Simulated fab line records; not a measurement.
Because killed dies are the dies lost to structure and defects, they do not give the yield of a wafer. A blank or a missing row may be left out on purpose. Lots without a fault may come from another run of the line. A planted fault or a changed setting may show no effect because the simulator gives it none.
What tool caused it? + flow berkeley cmos170 + Sampling: 14 lots, 42 wafers, 6 of 331 route steps

WHAT EACH GAUGE READ, for each wafer
UCB170_SACOX_THK_MEAS_02. Usual: SACOX_OXIDE_THK gives 14.39 nm (standard deviation 0.26).
| lot  | measured    | on            | SACOX_OXIDE_THK (nm) | flag |
|------|-------------|---------------|----------------------|------|
| L386 | day 4 23:38 | film metro-04 | 14.50 14.75 14.78    |      |
| L387 | day 5 09:41 | film metro-04 | 14.40 14.59 14.53    |      |
| L389 | day 5 09:45 | film metro-03 | 14.53 14.30 14.62    |      |
| L390 | day 5 22:18 | film metro-02 | 13.99 14.40 14.31    |      |
| L392 | day 5 22:20 | film metro-03 | 14.10 14.35 14.02    |      |
| L391 | day 6 07:57 | film metro-02 | 14.15 14.03 14.28    |      |
| L393 | day 6 07:57 | film metro-04 | 13.83 13.82 13.82    |      |
| L395 | day 6 16:12 | film metro-02 | 14.72 14.55 14.69    |      |
| L399 | day 7 20:08 | film metro-03 | 14.15 14.16 14.13    |      |
| L402 | day 8 08:52 | film metro-04 | 14.47 14.65 14.47    |      |
| L404 | day 8 13:07 | film metro-03 | 14.46 14.28 14.31    |      |
| L405 | day 9 06:23 | film metro-02 | 14.56 14.59 14.38    |      |
| L406 | day 9 06:25 | film metro-04 | 14.58 14.71 14.53    |      |
| L407 | day 9 17:02 | film metro-04 | 14.08 14.43 14.03    |      |

UCB170_SDANNEAL_RS_MEAS_02: uses a four-point probe to measure. Usual: PSD_RS gives 75.58 ohm/sq (standard deviation 0.26).
| lot  | measured     | on            | PSD_RS (ohm/sq)      | flag |
|------|--------------|---------------|----------------------|------|
| L386 | day 6 17:07  | film metro-03 | 75.95 75.71 76.07    |      |
| L387 | day 6 22:07  | film metro-02 | 75.46 75.38 75.76    |      |
| L389 | day 6 22:23  | film metro-01 | 76.07 75.89 75.94    |      |
| L390 | day 7 21:18  | film metro-01 | 75.37 75.76 75.57    |      |
| L392 | day 7 21:11  | film metro-02 | 75.96 76.32 75.46    |      |
| L391 | day 8 03:25  | film metro-02 | 75.69 75.56 75.85    |      |
| L393 | day 8 03:08  | film metro-03 | 75.67 75.80 75.57    |      |
| L395 | day 8 11:02  | film metro-03 | 75.64 75.68 75.38    |      |
| L399 | day 9 12:29  | film metro-03 | 75.33 75.32 75.32    |      |
| L402 | day 10 01:08 | film metro-03 | 104.97 104.47 105.08 | OFF  |
| L404 | day 10 06:56 | film metro-01 | 105.29 105.10 105.36 | OFF  |
| L405 | day 10 19:39 | film metro-01 | 104.72 104.74 105.13 | OFF  |
| L406 | day 10 19:46 | film metro-02 | 75.58 75.98 75.53    |      |
| L407 | day 11 05:17 | film metro-01 | 75.78 75.20 75.89    |      |

UCB170_SDANNEAL_RS_MEAS_03: uses a four-point probe to measure. Usual: NSD_RS gives 37.29 ohm/sq (standard deviation 0.083).
| lot  | measured     | on            | NSD_RS (ohm/sq)   | flag |
|------|--------------|---------------|-------------------|------|
| L386 | day 6 17:14  | film metro-03 | 37.14 37.33 37.27 |      |
| L387 | day 6 22:14  | film metro-02 | 37.39 37.25 37.34 |      |
| L389 | day 6 22:30  | film metro-01 | 37.51 37.46 37.47 |      |
| L390 | day 7 21:25  | film metro-01 | 37.24 37.39 37.40 |      |
| L392 | day 7 21:18  | film metro-02 | 37.42 37.35 37.27 |      |
| L391 | day 8 03:32  | film metro-02 | 37.25 37.24 37.29 |      |
| L393 | day 8 03:16  | film metro-03 | 37.23 37.20 37.21 |      |
| L395 | day 8 11:09  | film metro-03 | 37.18 37.20 37.35 |      |
| L399 | day 9 12:37  | film metro-03 | 37.27 37.31 37.17 |      |
| L402 | day 10 01:15 | film metro-03 | 40.57 40.63 40.53 | OFF  |
| L404 | day 10 07:04 | film metro-01 | 40.70 40.78 40.74 | OFF  |
| L405 | day 10 19:46 | film metro-01 | 40.71 40.75 40.66 | OFF  |
| L406 | day 10 19:53 | film metro-02 | 37.19 37.27 37.29 |      |
| L407 | day 11 05:24 | film metro-01 | 37.35 37.21 37.28 |      |

UCB170_SDANNEAL_RS_MEAS_04: uses a four-point probe to measure. Usual: PLDD_RS gives 1032.3 ohm/sq (standard deviation 2.6).
| lot  | measured     | on            | PLDD_RS (ohm/sq)     | flag |
|------|--------------|---------------|----------------------|------|
| L386 | day 6 17:22  | film metro-03 | 1032.9 1031.2 1031.0 |      |
| L387 | day 6 22:22  | film metro-02 | 1032.2 1029.3 1032.7 |      |
| L389 | day 6 22:37  | film metro-01 | 1033.9 1034.5 1036.3 |      |
| L390 | day 7 21:32  | film metro-01 | 1034.7 1033.5 1035.3 |      |
| L392 | day 7 21:25  | film metro-02 | 1039.5 1035.9 1038.5 |      |
| L391 | day 8 03:39  | film metro-02 | 1035.6 1031.5 1032.0 |      |
| L393 | day 8 03:23  | film metro-03 | 1030.0 1033.3 1033.0 |      |
| L395 | day 8 11:16  | film metro-03 | 1030.2 1031.1 1032.0 |      |
| L399 | day 9 12:44  | film metro-03 | 1029.8 1032.9 1032.4 |      |
| L402 | day 10 01:22 | film metro-03 | 1050.0 1052.6 1050.6 | OFF  |
| L404 | day 10 07:11 | film metro-01 | 1048.9 1047.3 1049.3 | OFF  |
| L405 | day 10 19:53 | film metro-01 | 1045.5 1046.2 1044.7 | OFF  |
| L406 | day 10 20:01 | film metro-02 | 1032.1 1030.2 1030.9 |      |
| L407 | day 11 05:31 | film metro-01 | 1031.0 1027.0 1033.7 |      |

TOOL THAT RAN EACH LOT (tool first, then ch and the chambers of the sampled wafers, then the start)
| lot  | UCB170_PVT_STRIP_08                  | UCB170_SDANNEAL_RTA_01           |
|------|--------------------------------------|----------------------------------|
| L386 | plasma asher-03 ch 0,1, day 5 12:53  | rtp anneal-02 ch 0, day 6 17:04  |
| L387 | plasma asher-03 ch 0,1, day 5 18:53  | rtp anneal-02 ch 0, day 6 22:03  |
| L389 | plasma asher-03 ch 0,1, day 5 19:09  | rtp anneal-02 ch 0, day 6 22:18  |
| L390 | plasma asher-02 ch 0,1, day 6 10:14  | rtp anneal-02 ch 0, day 7 21:14  |
| L392 | plasma asher-03 ch 0,1, day 6 09:56  | rtp anneal-01 ch 0, day 7 21:05  |
| L391 | plasma asher-03 ch 0,1, day 6 19:38  | rtp anneal-02 ch 0, day 8 03:21  |
| L393 | plasma asher-02 ch 0, day 6 19:31    | rtp anneal-01 ch 0, day 8 03:05  |
| L395 | plasma asher-02 ch 0,1, day 7 05:51  | rtp anneal-01 ch 0, day 8 10:56  |
| L399 | plasma asher-02 ch 0,1, day 8 09:45  | rtp anneal-01 ch 0, day 9 12:25  |
| L402 | plasma asher-01 ch 0,1, day 8 20:21  | rtp anneal-02 ch 0, day 10 01:02 |
| L404 | plasma asher-03 ch 0,1, day 9 04:17  | rtp anneal-02 ch 0, day 10 06:53 |
| L405 | plasma asher-01 ch 0,1, day 9 18:32  | rtp anneal-02 ch 0, day 10 19:35 |
| L406 | plasma asher-01 ch 0,1, day 9 18:50  | rtp anneal-01 ch 0, day 10 19:38 |
| L407 | plasma asher-02 ch 0,1, day 10 04:04 | rtp anneal-01 ch 0, day 11 05:13 |
- UCB170_PVT_STRIP_08: strips in O2.
- UCB170_SDANNEAL_RTA_01: time 5 s.

WHAT THE TOOLS THEMSELVES READ (means of the sampled wafers that have a number; where no wafer has one, the mark that the record gives instead)
UCB170_PVT_STRIP_08. Usual: chamber pressure mTorr 3500 mTorr, standard deviation 3.1; drypump motor current A 5.38 A, standard deviation 0.26; oes product au 0.734 a.u., standard deviation 0.0048; strip time to endpoint s 21.64 s, standard deviation 0.055.
| lot  | tool            | chamber pressure mTorr (mTorr) | drypump motor current A (A) | oes product au (a.u.) | strip time to endpoint s (s) | flag |
|------|-----------------|--------------------------------|-----------------------------|-----------------------|------------------------------|------|
| L386 | plasma asher-03 | 3496                           | 5.32                        | 0.734                 | 21.65                        |      |
| L387 | plasma asher-03 | 3503                           | 5.35                        | 0.737                 | 21.69                        |      |
| L389 | plasma asher-03 | 3503                           | 5.30                        | 0.731                 | 21.64                        |      |
| L390 | plasma asher-02 | 3502                           | 5.39                        | 0.732                 | 21.66                        |      |
| L392 | plasma asher-03 | 3497                           | 5.29                        | 0.735                 | 21.58                        |      |
| L391 | plasma asher-03 | 3500                           | 5.30                        | 0.734                 | 21.63                        |      |
| L393 | plasma asher-02 | 3502                           | 5.05                        | 0.734                 | 21.59                        |      |
| L395 | plasma asher-02 | 3500                           | 5.23                        | 0.729                 | 21.68                        |      |
| L399 | plasma asher-02 | 3500                           | 5.41                        | 0.731                 | 21.60                        |      |
| L402 | plasma asher-01 | 3499                           | 5.46                        | 0.739                 | 21.60                        |      |
| L404 | plasma asher-03 | 3502                           | 5.31                        | 0.736                 | 21.64                        |      |
| L405 | plasma asher-01 | 3501                           | 5.68                        | 0.734                 | 21.58                        |      |
| L406 | plasma asher-01 | 3500                           | 5.67                        | 0.735                 | 21.69                        |      |
| L407 | plasma asher-02 | 3498                           | 5.22                        | 0.736                 | 21.71                        |      |

UCB170_SDANNEAL_RTA_01. Usual: anneal temp c max 1054.7, standard deviation 0.87; lamp power pct 32.7 %, standard deviation 3; wafer_temp_C_max 1054.2, standard deviation 1.2.
| lot  | tool          | anneal temp c max | lamp power pct (%) | wafer_temp_C_max | flag |
|------|---------------|-------------------|--------------------|------------------|------|
| L386 | rtp anneal-02 | 1056.0            | 30.2               | 1054.0           |      |
| L387 | rtp anneal-02 | 1054.8            | 30.2               | 1054.2           |      |
| L389 | rtp anneal-02 | 1054.6            | 30.2               | 1054.3           |      |
| L390 | rtp anneal-02 | 1056.4            | 30.2               | 1053.4           |      |
| L392 | rtp anneal-01 | 1054.8            | 36.2               | 1055.0           |      |
| L391 | rtp anneal-02 | 1054.5            | 30.2               | 1052.8           |      |
| L393 | rtp anneal-01 | 1054.1            | 36.2               | 1055.5           |      |
| L395 | rtp anneal-01 | 1053.6            | 36.2               | 1055.5           |      |
| L399 | rtp anneal-01 | 1054.5            | 36.3               | 1054.4           |      |
| L402 | rtp anneal-02 | 1055.0            | 30.3               | 1053.1           |      |
| L404 | rtp anneal-02 | 1055.3            | 30.3               | 1054.2           |      |
| L405 | rtp anneal-02 | 1055.2            | 30.3               | 1053.4           |      |
| L406 | rtp anneal-01 | 1054.2            | 36.3               | 1054.8           |      |
| L407 | rtp anneal-01 | 1054.0            | 36.3               | 1055.6           |      |

THE ANSWER, worked out from the rows above alone
Rule: a lot is off if the mean of its wafers that have a number lies more than 3 standard deviations from the usual mean. A lot without any number at a reading at which 4 lots or more have one is off too. Where the step has rows for the other lots, those lots are counted as sound. After the gauges, taken in route order, come the tools' own readings; for these a lot's mean is taken, as printed above. At the first step where some lot is off, the reading lying furthest off is the one used; lots without a number count as furthest.
Off: L402, L404, L405, at UCB170_SDANNEAL_RS_MEAS_02 (PSD_RS).
If a tool, at a process step before that reading, ran all the lots that are off and no sound lot after the first of them, it fits. The gauges at UCB170_SDANNEAL_RS_MEAS_02 are tried like those tools. One fits: UCB170_SDANNEAL_RTA_01 on rtp anneal-02. Its last sound lot is L391 (day 8 03:21), its first lot that is off L402 (day 10 01:02): a fault that began between those two fits.

WHAT WAS PUT IN BY THE SIMULATOR
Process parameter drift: rtp anneal-02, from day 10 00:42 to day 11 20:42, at UCB170_SDANNEAL_RTA_01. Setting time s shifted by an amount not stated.
Lots struck among those shown: L402, L404, L405. The same result came from the rule above.
